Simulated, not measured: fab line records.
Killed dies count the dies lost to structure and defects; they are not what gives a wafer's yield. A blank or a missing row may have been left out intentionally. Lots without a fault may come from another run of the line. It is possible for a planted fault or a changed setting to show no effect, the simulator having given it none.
Code-filled problem report in 8D (eight disciplines) form ; flow berkeley-cmos170 ; the parts of the form that need people (team, actions taken, sign-off) are left out

== 1. WHAT IS WRONG ==
strip-time-to-endpoint-s at UCB170_V2_STRIP_15 reads a mean of 14.46 s on 6 wafers of 2 lots; wafers without a fault read 15.37 s with a standard deviation of 0.12. Relative to the usual mean, that is a shift of -7.6 standard deviations.
The step: strips in O2.
First seen on wafer L265.2, day 11 16:04, on plasma-asher-04. The record has a number at this step for 42 wafers belonging to 14 lots. The rule behind "out" and "out of limits": a value lying over 4 standard deviations away from the usual mean. The rest of the wafers with a number are treated as sound.

== 2. WHAT IT IS AND WHAT IT IS NOT ==
question;is;is not
which readings at this step;strip-time-to-endpoint-s;drypump-motor-current-A, oes-product-au
which lots;L265, L267;L246, L247, L249, L252, L256, L259, L260, L261, L262, L263, L266, L269
which wafers of those lots;all that have a number;-
read on which tools;plasma-asher-04;plasma-asher-02, plasma-asher-03
when;from day 11 16:04;"up to then (30 sound wafers); but 6 sound wafers of L266, L269 came after"

== 3. SUSPECTS, AND WHAT RULES EACH OUT ==
Counting: a tool at a process step up to the reading stays a suspect if it ran every lot that is out and no sound lot after the first of them.
- litho-track-02 at UCB170_V2_COAT_07 (resist thk 900 nm): kept. Every lot that is out went through it, starting with L265 (day 11 14:51), and after that it ran no sound lot; the last sound lot it ran before then is L263 (day 10 15:02).
- plasma-asher-04 at UCB170_V2_STRIP_15 (strips in O2): ruled out as a lasting fault. Following L265 (day 11 16:04), the first lot on it that is out, the sound lots L266, L269 were run on it.
Remaining after the count: litho-track-02 at UCB170_V2_COAT_07.

== 4. THE CAUSE (what the simulator had put in) ==
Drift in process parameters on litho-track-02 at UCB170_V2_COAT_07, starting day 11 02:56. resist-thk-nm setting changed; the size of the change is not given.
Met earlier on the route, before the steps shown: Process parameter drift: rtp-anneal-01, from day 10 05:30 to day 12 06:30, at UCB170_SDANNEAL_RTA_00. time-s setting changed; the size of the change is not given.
Counting left only this tool.

== 5. THE CHAIN OF EFFECTS, in route order ==
Rows list readings where the struck wafers' mean (over those with a number) sits beyond 3 standard deviations from the usual. Only readings whose record carries a usual standard deviation are examined. hours: median over the lots of the time between each lot's start at the first step of this table that gives one and its start at this step. sigmas: the change, counted in usual standard deviations.
hours;step;reading;usual;on struck wafers;change;sigmas
0;UCB170_V2_STRIP_15;strip-time-to-endpoint-s;15.37 s;14.46;-0.91;-7.6
Process steps it contains:
- UCB170_V2_STRIP_15: strips in O2.

== 6. HOW IT WOULD HAVE BEEN CAUGHT EARLIER ==
The fault began at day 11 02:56; the first out-of-limits reading in this record came at day 11 16:04, 13 hours later.
Lots out: 2; of these, L267 started UCB170_V2_COAT_07 on litho-track-02 after day 11 16:04. Putting the tool on hold at that point would have spared it.
